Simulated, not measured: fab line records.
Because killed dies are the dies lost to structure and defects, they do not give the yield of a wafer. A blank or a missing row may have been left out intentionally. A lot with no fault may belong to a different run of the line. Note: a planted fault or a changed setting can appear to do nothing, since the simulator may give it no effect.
Which tool was responsible?	flow rit-cmos	18 wafers from 6 lots sampled at 2 of the route's 202 steps

== WHAT EACH GAUGE READ, for each wafer ==
RIT_NWELL_OVL_MEAS_06.
lot	measured	on	NWELL_OVL (nm)
L892	day 2 03:33	overlay-01	0.4 0.8 -0.5
L896	day 2 19:30	overlay-02	-1.0 -1.8 -1.7
L904	day 4 10:26	overlay-02	-0.1 -1.4 0.8
L906	day 5 00:01	overlay-02	-1.2 -0.9 -1.5
L909	day 5 18:37	overlay-01	2.2 0.6 2.8
L911	day 5 22:30	overlay-02	-0.9 -0.3 0.4

== WHICH TOOL RAN EACH LOT (tool, then ch and the chambers of the sampled wafers, then the start) ==
lot	RIT_NWELL_EXPOSE_03
L892	iline-stepper-02 ch 0, day 2 03:03
L896	iline-stepper-01 ch 0, day 2 19:04
L904	iline-stepper-02 ch 0, day 4 10:01
L906	iline-stepper-01 ch 0, day 4 23:35
L909	iline-stepper-02 ch 0, day 5 18:13
L911	iline-stepper-01 ch 0, day 5 22:04
- RIT_NWELL_EXPOSE_03: exposes mask M2, target cd 43900 nm.

== THE ANSWER, worked out from the rows above alone ==
Rule: the usual values come from the lots themselves. Put in order of their means at a reading, lots are off if they are a third of the lots or fewer, leave a main group of 4 or more, and stand apart from it by a gap of 3 or more times the standard deviation of the main group's means; of several such gaps the widest counts. Not used: any main group whose means are identical at the precision the tables above print for the reading. A lot without any number at a reading at which 4 lots or more have one is off too. The other lots that the step has rows for count as sound.
None of the lots is off at any reading shown; this tells nothing.

== WHAT THE SIMULATOR HAD INSERTED ==
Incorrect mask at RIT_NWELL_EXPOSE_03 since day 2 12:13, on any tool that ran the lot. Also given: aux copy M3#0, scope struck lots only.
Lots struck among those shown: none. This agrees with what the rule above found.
